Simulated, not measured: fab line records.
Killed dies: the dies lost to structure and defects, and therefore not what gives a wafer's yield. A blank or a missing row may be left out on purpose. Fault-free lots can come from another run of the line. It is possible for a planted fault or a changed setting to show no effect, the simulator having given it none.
Code-filled problem report in 8D (eight disciplines) form || flow berkeley_cmos170 || the parts of the form that need people (team, actions taken, sign-off) are left out

## 1. THE PROBLEM
Wafers free of any fault read 1033.4 ohm/sq (standard deviation 2.4) for PLDD_RS at UCB170_SDANNEAL_RS_MEAS_04, against a mean of 953.9 ohm/sq on 6 wafers of 2 lots. That is -33 standard deviations from the usual mean.
The step: measures by four-point-probe.
The first sign was on wafer L196.1 at day 9 05:10, on film_metro-04. The record holds 42 wafers of 14 lots with a number at this step. Rule for "out" (also "out of limits"): further than 4 standard deviations from the usual mean. The rest of the wafers with a number are treated as sound.

## 2. WHAT THIS IS AND IS NOT
{"question": "which readings at this step", "is": "PLDD_RS", "is not": "-"}
{"question": "which lots", "is": "L196, L197", "is not": "L188, L189, L191, L198, L200, L202, L203, L204, L206, L208, L209, L210"}
{"question": "which wafers of those lots", "is": "all that have a number", "is not": "-"}
{"question": "read on which gauges", "is": "film_metro-04", "is not": "film_metro-01, film_metro-03"}
{"question": "when", "is": "from day 9 05:10", "is not": "up to then (9 sound wafers); but 27 sound wafers of L198, L200, L202, L203, L204, L206, L208, L209, L210 came after"}

## 3. THE SUSPECTS, EACH WITH WHAT RULES IT OUT
Counting: a tool at a process step up to the reading stays a suspect if it ran every lot that is out and no sound lot after the first of them.
- the gauge at UCB170_SDANNEAL_RS_MEAS_04 has been ruled out. All the wafers that are out were read on film_metro-04, but those of them that UCB170_PLDD_IMPLANT_08 has rows for are out there too, on other tools.
- implanter-02 at UCB170_PLDD_IMPLANT_08: kept. It ran every lot that is out, first L196 (day 8 13:32), and no sound lot after that; its last sound lot up to then is L191 (day 7 08:07). On those wafers its own readings are out: beam_on_s, end_station_pressure_torr, faraday_current_uA.
After counting, what remains is implanter-02 at UCB170_PLDD_IMPLANT_08.

## 4. THE CAUSE (what the simulator had put in)
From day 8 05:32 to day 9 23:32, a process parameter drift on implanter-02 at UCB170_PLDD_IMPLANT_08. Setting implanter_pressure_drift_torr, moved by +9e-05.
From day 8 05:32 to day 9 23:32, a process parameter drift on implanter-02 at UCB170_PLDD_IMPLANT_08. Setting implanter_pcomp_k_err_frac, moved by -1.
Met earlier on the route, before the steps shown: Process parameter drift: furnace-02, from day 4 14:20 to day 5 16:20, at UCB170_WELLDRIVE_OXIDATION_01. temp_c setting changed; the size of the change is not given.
This tool alone remained once counting was done.

## 5. SEQUENCE OF EFFECTS, ordered by route
Each row: a reading where the mean over the struck wafers with a number is more than 3 standard deviations away from the usual. Only readings for which the record gives a usual standard deviation are gone through. hours: the time from each lot's start at the first step in this table that gives one to its start at this step, as a median over the lots. sigmas: the change in usual standard deviations.
{"hours": 0, "step": "UCB170_PLDD_IMPLANT_08", "reading": "beam_on_s", "usual": "10.01 s", "on struck wafers": 12.12, "change": "+2.11", "sigmas": "+11"}
{"hours": 0, "step": "UCB170_PLDD_IMPLANT_08", "reading": "end_station_pressure_torr", "usual": "5.1e-06 Torr", "on struck wafers": 9.6e-05, "change": "+9.1e-05", "sigmas": "+99 or more"}
{"hours": 0, "step": "UCB170_PLDD_IMPLANT_08", "reading": "faraday_current_uA", "usual": 158.4, "on struck wafers": 132.3, "change": -26.1, "sigmas": -9.0}
{"hours": 18, "step": "UCB170_SDANNEAL_RS_MEAS_04", "reading": "PLDD_RS", "usual": "1033.4 ohm/sq", "on struck wafers": 953.9, "change": -79.5, "sigmas": -33}
Process steps it contains:
- UCB170_PLDD_IMPLANT_08

## 6. WHAT WOULD HAVE CAUGHT IT SOONER
Counted from the fault's start at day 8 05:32, it took 24 hours until the first out-of-limits reading at a measuring or inspecting step in this record, taken at day 9 05:10.
Tool's own readings at UCB170_PLDD_IMPLANT_08, beam_on_s, end_station_pressure_torr, faraday_current_uA: out on all struck wafers the step has rows for; an alarm limit on them would have tripped on the first.
By day 9 05:10, every lot that is out (2) had started UCB170_PLDD_IMPLANT_08 on implanter-02. Had the tool been put on hold then, not one of them would have been saved.
